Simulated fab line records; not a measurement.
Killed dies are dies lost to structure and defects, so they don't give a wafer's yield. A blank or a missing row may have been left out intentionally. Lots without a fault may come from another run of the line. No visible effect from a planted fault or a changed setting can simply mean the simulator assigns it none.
fab line records    flow ritCmos
[record] lots = 6  wafers = 18  lastDay = 7
route steps=202 shown ACTIVE@2
lots with no fault: from the same line, run without faults
startH: the number of hours between the record's first day and the start of the first shown wafer of the lot    waitH: hours from the lot's prior step to this one    " same as the row above    L1.1+2: several wafers, shown together as one row    - no value, or no start was given    * or withheld: withheld    < > ~ a bound
route shown NAME@n: names a module that has steps shown in the file, with the first one's number in the route    usual: mean/standard deviation of fault-free wafers    same: alike in all rows    chamber/n: place in a boat    sites: each site's reading    _std_site: the values' standard deviation    _edge_site: the outer-site mean with the inner-site mean subtracted    radiusMm: for every site, how far away it sits from the centre of the wafer    mask NAME#n: copy n    behind: the tool/chamber that last shaped the wafer    hold: cause of the lot's hold/its duration in hours/its outcome    device: whichever transistor did not switch (one of n, p or np)    end of line: tests run on the same wafers once the route is complete    step lacking rows: just its recipe    killed: not the wafer's yield, but the dies lost to structure and defects at the first sort    map: a wafer's dies, x killed, . not, _ none there
set.NAME: setting as actually run; set.NAME@STEP: the setting as run at that earlier step    model.NAME: the simulator's own value behind a step, which no gauge read
a table for each step, a row for each wafer; lots at some steps of the route
services: a tool's chamber out of use, with start hour (startH, from the record's first day; less than 0 if before it), hours out, and reason
[[steps]]
[step RIT_ACTIVE_OXIDATION_01]
[recipe] tempC = 1000  ambient = O2  targetThkA = 468  oxTimeS = 3360
[step RIT_ACTIVE_THK_MEAS_02]
[recipe] reads = SiO2_of_ACTIVE_OXIDATION_01
[usual] ACTIVE_OXIDE_THK = 46.6/0.99
lot.wafer  tool          chamber  startH  waitH  ACTIVE_OXIDE_THK[nm]
L132.3     filmMetro-01  -        13.13   0.0    44.4
L132.5     "             -        "       "      44.7
L132.6     "             -        "       "      44.1
L135.2     filmMetro-01  -        28.50   0.0    44.5
L135.4     "             -        "       "      45.1
L135.5     "             -        "       "      45.6
L138.1     filmMetro-04  -        42.96   0.0    45.6
L138.2     "             -        "       "      46.1
L138.3     "             -        "       "      45.2
L149.2     filmMetro-03  -        98.24   0.0    46.3
L149.4     "             -        "       "      45.0
L149.5     "             -        "       "      45.8
L151.1     filmMetro-03  -        107.93  0.0    43.8
L151.3     "             -        "       "      44.2
L151.4     "             -        "       "      44.4
L154.1     filmMetro-01  -        122.05  0.0    47.1
L154.2     "             -        "       "      46.7
L154.3     "             -        "       "      47.4
[step RIT_ACTIVE_CVD_03]
[recipe] material = Si3N4  targetThkNm = 150  tempC = 810  precursor = SiH2Cl2/NH3  timeS = 1500  pressureMtorr = 300  sih2cl2FlowSccm = 60  nh3FlowSccm = 150
[step RIT_ACTIVE_THK_MEAS_04]
[recipe] reads = Si3N4_of_ACTIVE_CVD_03
[usual] ACTIVE_NITRIDE_THK = 149.8/1.1
lot.wafer  tool          chamber  startH  waitH  ACTIVE_NITRIDE_THK[nm]
L132.3     filmMetro-04  -        14.61   0.0    149.7
L132.5     "             -        "       "      150.0
L132.6     "             -        "       "      149.7
L135.2     filmMetro-03  -        29.98   0.0    151.0
L135.4     "             -        "       "      151.1
L135.5     "             -        "       "      151.3
L138.1     filmMetro-01  -        44.43   0.0    150.1
L138.2     "             -        "       "      150.3
L138.3     "             -        "       "      150.4
L149.2     filmMetro-01  -        99.71   0.0    152.4
L149.4     "             -        "       "      151.6
L149.5     "             -        "       "      152.0
L151.1     filmMetro-01  -        109.41  0.0    149.7
L151.3     "             -        "       "      149.0
L151.4     "             -        "       "      149.8
L154.1     filmMetro-04  -        123.53  0.0    149.9
L154.2     "             -        "       "      150.5
L154.3     "             -        "       "      150.4
[step RIT_ACTIVE_HMDS_05]
[recipe] primeTimeS = 60  primeTempC = 140
[step RIT_ACTIVE_COAT_06]
[recipe] resist = NOVOLAK  spinRpm = 3250  resistThkNm = 1000
[step RIT_ACTIVE_SOFTBAKE_07]
[recipe] resist = NOVOLAK  tempC = 90  timeS = 60
[step RIT_ACTIVE_EXPOSE_08]
[recipe] maskId = M1  na = 0.6  sourceShape = conventional  sigmaOuter = 0.6  targetCdNm = 1400  doseMj = 225
[step RIT_ACTIVE_PEB_09]
[recipe] resist = NOVOLAK  tempC = withheld  timeS = withheld
[step RIT_ACTIVE_DEVELOP_10]
[recipe] resist = NOVOLAK  developTimeS = 50  devTempC = 23
[step RIT_ACTIVE_CD_MEAS_11]
[recipe] targetCdNm = 1400
[usual] cdNm = 1400.3/2
lot.wafer  tool      chamber  startH  waitH  cdNm
L132.3     cdSem-01  -        15.67   -      1400.8
L132.5     "         -        "       "      1398.8
L132.6     "         -        "       "      1401.4
L135.2     cdSem-01  -        31.02   -      1400.6
L135.4     "         -        "       "      1400.7
L135.5     "         -        "       "      1399.3
L138.1     cdSem-01  -        45.47   -      1398.5
L138.2     "         -        "       "      1399.5
L138.3     "         -        "       "      1400.2
L149.2     cdSem-02  -        100.76  -      1398.7
L149.4     "         -        "       "      1399.2
L149.5     "         -        "       "      1399.1
L151.1     cdSem-01  -        110.44  -      1397.7
L151.3     "         -        "       "      1397.6
L151.4     "         -        "       "      1399.9
L154.1     cdSem-01  -        124.44  -      1402.2
L154.2     "         -        "       "      1398.8
L154.3     "         -        "       "      1399.1
[step RIT_ACTIVE_HARDBAKE_12]
[recipe] resist = NOVOLAK  tempC = 140  timeS = 60
[step RIT_ACTIVE_ETCH_13]
[recipe] stopOn = SiO2  chemistry = SF6  target = Si3N4  timeS = 210  overEtchFrac = 0.4  SF6_flow_sccm = 200  pressureMtorr = 260  rfW = 125  targetDepthA = 2100
[usual] drypumpMotorCurrentA = 5.7/0.42  oesProductAu = 0.824/0.01  throttleValvePct = 7.52/0.12
lot.wafer  tool        chamber  startH  waitH  drypumpMotorCurrentA  oesProductAu  rfHoursCounterH  throttleValvePct  model.NOVOLAK_of_ACTIVE_COAT_06.thkNm  model.ACTIVE.featureDepthNm  model.SiO2_of_ACTIVE_OXIDATION_01.thkNm
L132.3     rieDiel-02  0        15.90   0.1    6.2                   0.805         136              7.58              651.6                                  149.5                        44.42
L132.5     "           1        "       "      5.4                   0.826         -                7.52              660.8                                  149.8                        44.7
L132.6     "           0        "       "      6.3                   0.811         -                7.56              656.5                                  149.6                        44.06
L135.2     rieDiel-02  3        31.27   0.1    5.8                   0.828         114              7.38              646.7                                  151.9                        43.65
L135.4     "           1        "       "      5.5                   0.835         60               7.50              514.8                                  196.1                        0
L135.5     "           3        "       "      5.8                   0.829         -                7.38              646.6                                  152.1                        44.72
L138.1     rieDiel-02  2        45.74   0.1    5.3                   0.814         167              7.71              648.1                                  152.5                        43.23
L138.2     "           1        "       "      5.5                   0.829         60               7.51              515.2                                  196.5                        0
L138.3     "           0        "       "      6.3                   0.818         137              7.58              655.7                                  150.4                        45.17
L149.2     rieDiel-02  2        101.01  0.1    5.3                   0.835         0                7.73              649.5                                  154.7                        43.93
L149.4     "           0        "       "      6.3                   0.816         138              7.55              658                                    151.7                        45.07
L149.5     "           3        "       "      5.8                   0.825         -                7.38              648.4                                  153                          44.96
L151.1     rieDiel-01  2        110.84  0.1    6.5                   0.807         26               7.41              661.8                                  149.6                        43.8
L151.3     "           3        "       "      5.8                   0.833         9                7.62              654.1                                  149.1                        44.21
L151.4     "           0        "       "      6.1                   0.818         24               7.55              661                                    149.7                        44.34
L154.1     rieDiel-02  3        124.71  0.1    5.8                   0.818         115              7.39              653.5                                  150.6                        46.33
L154.2     "           1        "       "      5.5                   0.834         61               7.51              658.7                                  150.5                        46.7
L154.3     "           0        "       "      6.3                   0.808         138              7.58              655                                    150.3                        47.41
[step RIT_ACTIVE_STRIP_14]
[recipe] chemistry = O2  timeS = 180  resist = NOVOLAK  platenTempC = withheld  powerW = 500  pressureMtorr = 4000  o2FlowSccm = 4000
[usual] drypumpMotorCurrentA = 5.8/0.46
lot.wafer  tool            chamber  startH  waitH  drypumpMotorCurrentA  rfHoursCounterH
L132.3     plasmaAsher-03  1        16.09   0.1    5.8                   -
L132.5     "               1        "       "      5.8                   -
L132.6     "               0        "       "      5.9                   -
L135.2     plasmaAsher-02  1        31.41   0.1    5.9                   39
L135.4     "               1        "       "      5.9                   -
L135.5     "               1        "       "      5.9                   -
L138.1     plasmaAsher-02  1        45.87   0.1    5.9                   40
L138.2     "               0        "       "      6.3                   40
L138.3     "               0        "       "      6.3                   -
L149.2     plasmaAsher-03  0        101.14  0.1    5.9                   31
L149.4     "               0        "       "      5.9                   -
L149.5     "               1        "       "      5.8                   -
L151.1     plasmaAsher-01  0        110.97  0.1    5.1                   48
L151.3     "               1        "       "      6.3                   -
L151.4     "               0        "       "      5.1                   -
L154.1     plasmaAsher-02  0        124.84  0.1    6.3                   50
L154.2     "               1        "       "      6.0                   50
L154.3     "               1        "       "      6.0                   -
[[services]]
tool            chamber  startH  hours  kind
plasmaAsher-03  -        27.07   0.7    repair
plasmaAsher-02  -        33.44   0.7    repair
rieDiel-02      2        58.13   -      clean
rieDiel-02      2        58.13   14.6   scheduledDown
rieDiel-02      2        58.13   14.6   ventCycle
rieDiel-02      1        107.61  3.9    repair
plasmaAsher-03  -        109.64  4.5    repair
[[key]]
firstSign none at tools or gauges
[modelEffect] step = RIT_ACTIVE_ETCH_13  value = NOVOLAK_of_ACTIVE_COAT_06.thkNm  without = 660.2  struck = 515
metAt RIT_ACTIVE_ETCH_13
struckWafers L135.4,L138.2
laterRowsLeftOut L135.4,L138.2
sortLeftOut L135.4,L138.2
testerLeftOut L135,L138
onsetBetween 15.90 31.27
[fault] kind = processParameterDrift  tool = rieDiel-02  chamber = 1  onsetH = 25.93  steps = RIT_ACTIVE_ETCH_13  channel = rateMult  offset = 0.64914  shape = step  endH = 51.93
// testerLeftOut: of these lots the tester's yield and bins aren't shown, on N5 and GAA mostly nor the transistor test; their killed dies are dies lost to structure and defects alone, not to doping, threshold or leakage, so they don't give the yield
// sortLeftOut: the simulated sort isn't trusted on such a fault, so these wafers' sort isn't shown, and their yield isn't known
// laterRowsLeftOut: the simulator's readings of these wafers behind a module that went badly wrong aren't trusted and aren't shown, but for the sort
